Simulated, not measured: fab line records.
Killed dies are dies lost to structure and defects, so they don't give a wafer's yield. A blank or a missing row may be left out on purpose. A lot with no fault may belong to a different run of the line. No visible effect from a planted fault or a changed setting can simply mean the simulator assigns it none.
Chamber matching ; flow berkeley-cmos170 ; 3 sister chambers for UCB170_SPACER_CVD_00 on pecvd-01
The step deposits SiO2 from TEOS/O2, target thk 376 nm, time 47 s. 3 wafers are shown with their chamber, then 7 later ones without.

## WAFERS WITH THEIR CHAMBER
wafer;chamber;heater-power-w (W)
L590.6;0;360
L594.2;2;279
L594.4;1;308

## WAFERS MISSING THEIR CHAMBER
wafer;heater-power-w (W)
L594.6;337
L595.2;211
L595.3;250
L595.6;349
L597.2;284
L597.5;267
L597.6;349

## WHICH CHAMBER EACH WENT THROUGH
wafer;from the rows above;in truth
L594.6;can't be placed: 0 or 1 or 2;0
L595.2;can't be placed: 2 or 1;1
L595.3;can't be placed: 2 or 1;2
L595.6;can't be placed: 0 or 1 or 2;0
L597.2;can't be placed: 2 or 1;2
L597.5;can't be placed: 2 or 1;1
L597.6;can't be placed: 0 or 1 or 2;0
Correct placement for 0 of the 7. Not placeable from these rows: 7 (in 7, the candidates include the true chamber). Wrongly placed: 0.
How it was worked out, from the rows above alone: a wafer's distance from a chamber is the root of the sum, over the readings, of the square of ((its reading less the chamber's mean) divided by the reading's scatter). The wafer belongs to the nearest chamber; if the next one is less than 2 further off, it can't be placed. Each chamber's mean is taken over the wafers shown for it. The scatter: root of mean squared gap, hidden wafer to nearest shown wafer, with one shown wafer a chamber.
